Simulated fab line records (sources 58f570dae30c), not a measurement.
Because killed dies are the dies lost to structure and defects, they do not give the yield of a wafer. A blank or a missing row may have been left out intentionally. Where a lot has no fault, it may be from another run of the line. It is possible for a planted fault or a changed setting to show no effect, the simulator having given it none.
fab line records -- flow berkeley-cmos170
record lots=6, wafers=14, last-day=12
route steps=331 shown GATE@129
lots with no fault: from the same line, run without faults
start-h: hours from the record's opening day to when the first of the lot's shown wafers began -- wait-h: hours from the lot's prior step to this one -- " identical to the entry in the row above -- L1.1+2: several wafers, shown together as one row -- - no value, or no start was given -- * or withheld: withheld -- < > ~ a bound
route shown NAME@n: a module of which the file shows steps, and the number in the route of the first -- usual: the fault-free wafers' mean and standard deviation -- same: alike in all rows -- chamber/n: place in a boat -- sites: each site's reading -- _std_site: their standard deviation -- _edge_site: inner sites' mean taken away from outer sites' mean -- radius-mm: for every site, how far away it sits from the centre of the wafer -- mask NAME#n: copy n -- behind: the most recent tool/chamber to have shaped the wafer -- hold: cause of the lot's hold/its duration in hours/its outcome -- device: which transistor (n, p or np) failed to switch -- end of line: the tests these same wafers got at the end of their route -- a step with no rows: only its recipe -- killed: count of dies lost to structure and defects at first sort (not the wafer's yield) -- map: shows each die of a wafer: x if killed, . if not, _ if none is there
set.NAME: the setting the step ran with; set.NAME@STEP: the setting that earlier step ran with -- model.NAME: the simulator's own value behind a step, which no gauge read
lots at selected steps of the route; one table per step, one row per wafer
services: from which hour (start-h, from the record's first day; less than 0 if before it) a tool's chamber was out of use, for how many hours, and why
## steps
# step UCB170_GATE_ANNEAL_03
# recipe temp-c=900, time-s=1800, ambient=N2
# step UCB170_GATE_CVD_04
# recipe material=poly-Si, temp-c=610, precursor=SiH4, time-s=1501, pressure-mtorr=375, target-thk-nm=214, sih4-flow-sccm=120
# step UCB170_GATE_THK_MEAS_05
# recipe reads=poly-Si_of_GATE_CVD_04
# usual GATE_POLY_THK=223.2/2.5
lot.wafer,tool,chamber,start-h,wait-h,GATE_POLY_THK[nm]
L967.3,film-metro-02,-,140.53,0.0,221.5
L967.4,film-metro-02,-,140.53,0.0,220.2
L967.5,film-metro-02,-,140.53,0.0,219.3
L972.2,film-metro-03,-,159.34,0.0,221.7
L972.3,film-metro-03,-,159.34,0.0,223.9
L972.5,film-metro-03,-,159.34,0.0,222.7
L973.2,film-metro-02,-,159.34,0.0,223.6
L973.4,film-metro-02,-,159.34,0.0,224.5
L973.5,film-metro-02,-,159.34,0.0,223.4
L983.6,film-metro-02,-,221.38,0.1,223.0
L981.6,film-metro-02,-,221.50,0.2,220.9
L990.2,film-metro-04,-,248.98,0.0,224.6
L990.4,film-metro-04,-,248.98,0.0,224.5
L990.5,film-metro-04,-,248.98,0.0,224.8
# step UCB170_GATE_COAT_06
# recipe resist=BARC, temp-c=withheld, time-s=withheld, spin-rpm=3000, resist-thk-nm=withheld
# step UCB170_GATE_COAT_07
# recipe resist=KrF, spin-rpm=1500, resist-thk-nm=900
# step UCB170_GATE_SOFTBAKE_08
# recipe resist=KrF, temp-c=130, time-s=60
# step UCB170_GATE_EXPOSE_09
# recipe mask-id=POLY, target-cd-nm=350, na=0.5, sigma-outer=0.6, source-shape=conventional, dose-mj=21
# step UCB170_GATE_PEB_10
# recipe peb-temp-c=130, peb-time-s=withheld, resist=KrF
# step UCB170_GATE_DEVELOP_11
# recipe developer=TMAH, develop-time-s=45, resist=KrF, dev-temp-c=21
# step UCB170_GATE_CD_MEAS_12
# recipe target-cd-nm=350
# usual cd-nm=350.0/1.2
lot.wafer,tool,chamber,start-h,wait-h,cd-nm
L967.3,cd-sem-01,-,141.45,-,350.7
L967.4,cd-sem-01,-,141.45,-,350.9
L967.5,cd-sem-01,-,141.45,-,351.0
L972.2,cd-sem-01,-,160.55,-,349.4
L972.3,cd-sem-01,-,160.55,-,350.9
L972.5,cd-sem-01,-,160.55,-,350.2
L973.2,cd-sem-01,-,161.35,-,350.0
L973.4,cd-sem-01,-,161.35,-,351.1
L973.5,cd-sem-01,-,161.35,-,350.2
L983.6,cd-sem-01,-,222.67,-,346.5
L981.6,cd-sem-02,-,222.79,-,350.8
L990.2,cd-sem-02,-,249.89,-,348.7
L990.4,cd-sem-02,-,249.89,-,348.9
L990.5,cd-sem-02,-,249.89,-,350.3
# step UCB170_GATE_OVL_MEAS_13
# usual GATE_OVL=-2/4.6
lot.wafer,tool,chamber,start-h,wait-h,GATE_OVL[nm]
L967.3,overlay-02,-,141.55,0.1,-2
L967.4,overlay-02,-,141.55,0.1,-10
L967.5,overlay-02,-,141.55,0.1,-2
L972.2,overlay-02,-,160.66,0.1,-6
L972.3,overlay-02,-,160.66,0.1,0
L972.5,overlay-02,-,160.66,0.1,5
L973.2,overlay-01,-,161.46,0.1,-2
L973.4,overlay-01,-,161.46,0.1,-8
L973.5,overlay-01,-,161.46,0.1,-7
L983.6,overlay-01,-,222.72,0.0,-4
L981.6,overlay-02,-,222.84,0.0,9
L990.2,overlay-02,-,250.00,0.1,-3
L990.4,overlay-02,-,250.00,0.1,3
L990.5,overlay-02,-,250.00,0.1,4
# step UCB170_GATE_ETCH_14
# recipe chemistry=N2/H2, target-depth-a=withheld, overetch-a=withheld, target=BARC, time-s=withheld, source-w=500, bias-w=100, pressure-mtorr=30, n2-flow-sccm=100, h2-flow-sccm=200
# usual drypump-motor-current-A=5.9/0.35, oes-product-au=0.998/0.014, throttle-valve-pct=13.36/0.14
lot.wafer,tool,chamber,start-h,wait-h,drypump-motor-current-A,oes-product-au,throttle-valve-pct
L967.3,rie-diel-02,0,141.57,0.0,5.3,0.999,13.37
L967.4,rie-diel-02,1,141.57,0.0,6.0,0.975,13.07
L967.5,rie-diel-02,2,141.57,0.0,6.2,1.006,13.24
L972.2,rie-diel-04,0,160.69,0.0,6.2,0.998,13.42
L972.3,rie-diel-04,2,160.69,0.0,6.5,1.004,13.31
L972.5,rie-diel-04,0,160.69,0.0,6.2,0.999,13.45
L973.2,rie-diel-04,0,161.49,0.0,6.2,0.994,13.43
L973.4,rie-diel-04,1,161.49,0.0,5.6,0.994,13.56
L973.5,rie-diel-04,0,161.49,0.0,6.2,1.009,13.42
L983.6,rie-diel-04,0,222.74,0.0,6.2,0.992,13.40
L981.6,rie-diel-01,1,222.87,0.0,6.2,1.030,13.40
L990.2,rie-diel-02,2,250.03,0.0,6.2,1.003,13.23
L990.4,rie-diel-02,0,250.03,0.0,5.3,1.012,13.35
L990.5,rie-diel-02,3,250.03,0.0,5.5,1.012,13.54
# step UCB170_GATE_ETCH_15
# recipe chemistry=HBr/Cl2, target=poly-Si, stop-on=SiO2, over-etch-frac=0.3, icp-w=300, bias-w=150, time-s=56.3, pressure-mtorr=15, HBr_flow_sccm=150, Cl2_flow_sccm=50, target-depth-a=2782
# usual drypump-motor-current-A=5.6/0.39, oes-product-au=0.852/0.018, throttle-valve-pct=26.38/0.2
lot.wafer,tool,chamber,start-h,wait-h,drypump-motor-current-A,oes-product-au,rf-hours-counter-h,throttle-valve-pct,model.GATE.feature-depth-nm,model.etch.depth-nm,model.KrF_of_GATE_COAT_07.thk-nm
L967.3,rie-si-02,3,141.61,-,5.6,0.822,2,26.57,221.3,221.2,781.4
L967.4,rie-si-02,1,141.61,-,5.0,0.859,37,26.44,220.4,220.4,777.8
L967.5,rie-si-02,1,141.61,-,5.0,0.845,-,26.44,219.4,219.4,777.8
L972.2,rie-si-01,1,160.73,-,5.5,0.862,57,26.47,221.7,221.7,774
L972.3,rie-si-01,3,160.73,-,6.0,0.864,0,26.24,223.8,223.8,778.2
L972.5,rie-si-01,1,160.73,-,5.5,0.858,-,26.49,222.5,222.5,777.8
L973.2,rie-si-01,0,161.53,-,5.9,0.878,62,26.60,223.8,223.8,775.6
L973.4,rie-si-01,2,161.53,-,5.2,0.841,38,26.53,224.5,224.5,776.6
L973.5,rie-si-01,0,161.53,-,5.9,0.882,-,26.61,223.6,223.5,774.7
L983.6,rie-si-02,0,222.79,-,6.0,0.715,-,26.02,176.5,176.5,811.4
L981.6,rie-si-02,0,222.91,-,6.0,0.726,-,26.03,177.1,177.1,816.7
L990.2,rie-si-01,0,250.07,-,5.9,0.880,62,26.62,224.7,224.7,779.6
L990.4,rie-si-01,3,250.07,-,6.0,0.868,0,26.24,224.6,224.5,775.9
L990.5,rie-si-01,2,250.07,-,5.1,0.845,-,26.52,224.8,224.8,780.7
# step UCB170_GATE_STRIP_16
# recipe chemistry=O2, power-w=400, pressure-mtorr=3500, platen-temp-c=withheld, o2-flow-sccm=400, overash-fraction=0.5
# usual drypump-motor-current-A=6.0/0.44, oes-product-au=0.725/0.0044
lot.wafer,tool,chamber,start-h,wait-h,drypump-motor-current-A,oes-product-au,rf-hours-counter-h
L967.3,plasma-asher-02,1,141.69,0.1,6.3,0.721,-
L967.4,plasma-asher-02,0,141.69,0.1,5.2,0.727,-
L967.5,plasma-asher-02,1,141.69,0.1,6.3,0.729,-
L972.2,plasma-asher-02,0,160.78,0.0,5.2,0.728,4
L972.3,plasma-asher-02,1,160.78,0.0,6.3,0.721,-
L972.5,plasma-asher-02,0,160.78,0.0,5.2,0.725,-
L973.2,plasma-asher-04,0,161.58,0.0,6.6,0.723,45
L973.4,plasma-asher-04,1,161.58,0.0,5.9,0.725,-
L973.5,plasma-asher-04,0,161.58,0.0,6.6,0.723,-
L983.6,plasma-asher-02,0,222.88,0.1,5.2,0.719,-
L981.6,plasma-asher-03,0,223.01,0.1,6.1,0.718,-
L990.2,plasma-asher-04,0,250.12,0.0,6.6,0.722,54
L990.4,plasma-asher-04,0,250.12,0.0,6.6,0.733,-
L990.5,plasma-asher-04,1,250.12,0.0,5.8,0.726,-
## services
tool,chamber,start-h,hours,kind
plasma-asher-02,0,117.75,-,clean
plasma-asher-02,1,117.75,-,clean
plasma-asher-03,-,162.56,2.8,pm
rie-si-01,-,168.31,4.3,pm
rie-diel-01,0,171.49,-,clean
rie-diel-01,0,171.49,24.8,scheduled-down
rie-diel-01,0,171.49,24.8,vent-cycle
rie-si-01,2,176.62,43.3,repair
rie-diel-02,-,179.25,1.1,repair
rie-diel-01,1,181.77,15.1,repair
plasma-asher-02,-,199.08,1.6,repair
rie-diel-02,1,207.25,9.3,repair
rie-diel-04,2,230.32,-,clean
rie-diel-04,2,230.32,20.0,scheduled-down
rie-diel-04,2,230.32,20.0,vent-cycle
rie-si-01,-,232.77,14.6,pm
rie-diel-02,1,245.64,-,clean
rie-diel-02,1,245.64,22.1,scheduled-down
rie-diel-02,1,245.64,22.1,vent-cycle
## key
first-sign step=UCB170_GATE_ETCH_15, reading=oes-product-au, direction=down, sigmas=7.2, usual=0.852, struck=0.720
effect none on later readings
model-effect step=UCB170_GATE_ETCH_15, value=GATE.feature-depth-nm, without=221.9, struck=176.8
met-at UCB170_GATE_ETCH_15
struck-wafers L981.6,L983.6
later-rows-left-out L981.6,L983.6
sort-left-out L981.6,L983.6
tester-left-out L981,L983
earlier-fault kind=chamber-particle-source, tool=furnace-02, chamber=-, onset-h=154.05, steps=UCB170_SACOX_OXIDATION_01, rate-per-visit-cm2=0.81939, end-h=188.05
fault kind=process-parameter-drift, tool=rie-si-02, chamber=0, onset-h=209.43, steps=UCB170_GATE_ETCH_15, channel=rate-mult, offset=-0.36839, shape=step, end-h=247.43
# tester-left-out: of these lots the tester's yield and bins aren't shown, on N5 and GAA mostly nor the transistor test; their killed dies are dies lost to structure and defects alone, not to doping, threshold or leakage, so they don't give the yield
# sort-left-out: the simulated sort isn't trusted on such a fault, so these wafers' sort isn't shown, and their yield isn't known
# later-rows-left-out: the simulator's readings of these wafers behind a module that went badly wrong aren't trusted and aren't shown, but for the sort
